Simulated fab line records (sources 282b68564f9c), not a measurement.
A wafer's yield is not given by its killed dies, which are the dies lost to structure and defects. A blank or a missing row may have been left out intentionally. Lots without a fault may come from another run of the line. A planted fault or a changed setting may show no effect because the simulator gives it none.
Split-lot trial | flow rit cmos | 5 lots, 27 wafers read, on a route of 202 steps

== THE SPLIT ITSELF ==
At RIT_ACTIVE_DEVELOP_10 (develop time 50 s), the setting develop time s was moved away from the recipe's 50 s on 9 of the 27 wafers read, by -56.5% to -29.6%. For the rest of the wafers, this setting stayed at what the recipe calls for.

== FROM THE SPLIT TO THE READING: what the file shows between them, 4 steps ==
- RIT_ACTIVE_CD_MEAS_11: target cd 1400 nm
- RIT_ACTIVE_HARDBAKE_12: time 60 s
- RIT_ACTIVE_ETCH_13: etches Si3N4 in SF6, stops on SiO2, time 210 s, target depth 210 nm
- RIT_ACTIVE_STRIP_14: strips in O2, time 180 s

== THE READING ==
At RIT_ACTIVE_CD_MEAS_90: cd nm in nanometres, against a target cd of 1400 nm. A value of 1399.8 nm with a standard deviation of 2.2 nm is what fault-free wafers of this fab line usually give.

wafer  | tool, chamber at the split | develop time s as run, s | against the recipe | cd nm, nm | against lot-mates on the recipe
L075.1 | litho track-01, 0          | 50                       | recipe             | 1401.2    | -
L075.2 | litho track-01, 0          | 50                       | recipe             | 1401.6    | -
L075.3 | litho track-01, 0          | 35.19                    | -29.6%             | 1440.5    | +38.5
L075.4 | litho track-01, 0          | 50                       | recipe             | 1403.2    | -
L075.5 | litho track-01, 0          | 35.19                    | -29.6%             | 1439.7    | +37.7
L075.6 | litho track-01, 0          | 35.19                    | -29.6%             | 1438.5    | +36.5
L077.1 | litho track-02, 0          | 50                       | recipe             | 1400.3    | -
L077.2 | litho track-02, 0          | 50                       | recipe             | 1398.7    | -
L077.3 | litho track-02, 0          | 21.75                    | -56.5%             | 1497.1    | +97.7
L077.4 | litho track-02, 0          | 21.75                    | -56.5%             | 1497.9    | +98.5
L077.5 | litho track-02, 0          | 21.75                    | -56.5%             | 1496.2    | +96.8
L077.6 | litho track-02, 0          | 50                       | recipe             | 1399.3    | -
L078.1 | litho track-02, 0          | 50                       | recipe             | 1400.0    | -
L078.2 | litho track-02, 0          | 50                       | recipe             | 1401.2    | -
L078.3 | litho track-02, 0          | 50                       | recipe             | 1398.5    | -
L078.4 | litho track-02, 0          | 50                       | recipe             | 1399.0    | -
L078.5 | litho track-02, 0          | 50                       | recipe             | 1398.5    | -
L078.6 | litho track-02, 0          | 50                       | recipe             | 1397.8    | -
L080.1 | litho track-02, 0          | 26.05                    | -47.9%             | 1467.6    | +72.1
L080.2 | litho track-02, 0          | 50                       | recipe             | 1394.6    | -
L080.3 | litho track-02, 0          | 26.05                    | -47.9%             | 1469.4    | +73.9
L080.4 | litho track-02, 0          | 50                       | recipe             | 1394.2    | -
L080.5 | litho track-02, 0          | 26.05                    | -47.9%             | 1468.6    | +73.1
L080.6 | litho track-02, 0          | 50                       | recipe             | 1397.8    | -
L081.3 | litho track-03, 0          | 50                       | recipe             | 1399.8    | -
L081.5 | litho track-03, 0          | 50                       | recipe             | 1402.0    | -
L081.6 | litho track-03, 0          | 50                       | recipe             | 1399.6    | -

THE FIT
A straight line over all 27 wafers: cd nm changes by -1.59 nm for each +1% of develop time s; r = -0.99; the points scatter about the line by 4.7 nm.
The same after taking each lot's own level away (the mean of its wafers on the recipe; 27 wafers): -1.61 nm for each +1%; r = -0.99; scatter 4.5 nm.
The reading moves by 91 nm for the largest change in develop time s, on that fit.
Measured against the standard deviation above, the lots' own levels, which go from 1395.53 to 1402.00 nm, span 2.9 times it.
The two slopes are in agreement: the lot-to-lot level therefore moves the slope only a little.
Check: with one of the wafers moved furthest among these (-56.5%) left out of the fit, the line predicts +88.5 nm for it against its lot-mates. It came out at +97.7 nm against them.

== THE WHOLE CHAIN: every reading that the file lists as answering this split, in the file's order ==
step                  | what it does                                                        | reading                                                       | change (the file's fit)              | r (the file's)
RIT_ACTIVE_CD_MEAS_11 | target cd 1400 nm                                                   | cd nm                                                         | -1.6 nm for each +1% of the setting  | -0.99
RIT_ACTIVE_ETCH_13    | etches Si3N4 in SF6, stops on SiO2, time 210 s, target depth 210 nm | ACTIVE.cd nm (the simulator's own value, which no gauge read) | -1.59 nm for each +1% of the setting | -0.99
RIT_ACTIVE_CD_MEAS_90 | target cd 1400 nm                                                   | cd nm                                                         | -1.59 nm for each +1% of the setting | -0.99

== THE FILE'S OWN FIT ==
cd nm changes by -1.59 nm for each +1% of develop time s, r = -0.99.
